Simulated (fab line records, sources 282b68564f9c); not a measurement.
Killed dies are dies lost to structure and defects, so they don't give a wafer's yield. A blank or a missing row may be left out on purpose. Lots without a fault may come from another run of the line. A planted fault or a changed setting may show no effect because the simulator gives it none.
One fault seen from 2 desks | flow rit_cmos | each desk has only its own numbers; what lay behind them comes last

THE TOOL OWNER'S DESK: lpcvd-01
The tool's own readings at RIT_SPACER_CVD_03 (deposits Si3N4 from SiH2Cl2/NH3, target thk 250 nm, time 3300 s): means of the sampled wafers that have a number, for each lot that ran on this tool. A lot is out of limits, marked OUT, if its mean lies more than 4 standard deviations from the usual mean; the brackets give that distance.
Columns: A = pressure_mtorr at RIT_SPACER_CVD_03, usual 300.0 mTorr; B = zone_power_source_pct at RIT_SPACER_CVD_03, usual 20.2 %
lot  | first seen here | A     | B
L858 | day 2 21:29     | 299.5 | 21.0
L862 | day 3 16:22     | 300.5 | 17.3
L864 | day 4 03:53     | 299.7 | 17.5
L866 | day 4 13:54     | 299.7 | 20.7
L868 | day 4 23:02     | 299.8 | 20.6
L869 | day 5 04:38     | 299.8 | 17.5
This desk's finding: nothing out of limits on any of the 6 lots.

THE METROLOGY DESK
What the gauges read, lot by lot, whatever tool the lot ran on: means of the sampled wafers that have a number. A lot is out of limits, marked OUT, if its mean lies more than 4 standard deviations from the usual mean; the brackets give that distance.
Columns: A = GATE_OVL at RIT_GATE_OVL_MEAS_17, usual 0.2 nm; B = REOX_OXIDE_THK at RIT_REOX_THK_MEAS_04, usual 25.3 nm; C = NLDD_TW at RIT_NLDD_TW_MEAS_10, usual 2457; D = SPACER_NITRIDE_THK at RIT_SPACER_THK_MEAS_04, usual 249.2 nm
lot  | first seen here | A    | B    | C    | D
L858 | day 2 14:34     | -0.3 | 25.5 | 2472 | 246.5
L861 | day 3 06:29     | 1.5  | 25.8 | 2452 | 247.4
L862 | day 3 09:32     | 0.7  | 26.1 | 2453 | 249.4
L863 | day 3 14:31     | -0.9 | 25.3 | 2477 | 246.6
L864 | day 3 20:22     | 0.8  | 24.9 | 2476 | 250.4
L865 | day 4 01:09     | -1.5 | 24.6 | 2452 | 247.5
L866 | day 4 06:57     | 0.8  | 25.8 | 2448 | 248.6
L868 | day 4 16:14     | -0.8 | 25.0 | 2473 | 268.5 (+7.7) OUT
L869 | day 4 21:18     | -0.5 | 24.9 | 2446 | 264.9 (+6.3) OUT
L872 | day 5 11:24     | 0.8  | 25.3 | 2454 | 250.4
L873 | day 5 19:06     | 2.6  | 24.8 | 2447 | 250.2
L874 | day 5 22:20     | -0.6 | 25.7 | 2437 | 248.8
L877 | day 6 11:44     | -0.2 | 25.2 | 2449 | 246.2
L879 | day 6 23:04     | 0.1  | 24.8 | 2455 | 250.1
This desk's finding: out of limits on L868, L869; first on L868, day 5 00:58 (SPACER_NITRIDE_THK at RIT_SPACER_THK_MEAS_04). In limits: L858, L861, L862, L863, L864, L865, L866, L872, L873, L874, L877, L879.

PUT TOGETHER
The metrology desk could have raised an alarm at day 5 00:58, on L868, L869.
The tool owner's desk saw nothing out of limits.
The tool owner's desk has L868, L869 on record, within its limits.
Of the lots named, all ran RIT_SPACER_CVD_03 on lpcvd-01.

WHAT THE SIMULATOR HAD PUT IN
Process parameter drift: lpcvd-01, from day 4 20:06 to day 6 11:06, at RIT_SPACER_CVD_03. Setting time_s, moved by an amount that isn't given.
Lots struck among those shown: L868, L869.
Hours from the fault's start to each desk's first reading out of limits: the metrology desk, 5.
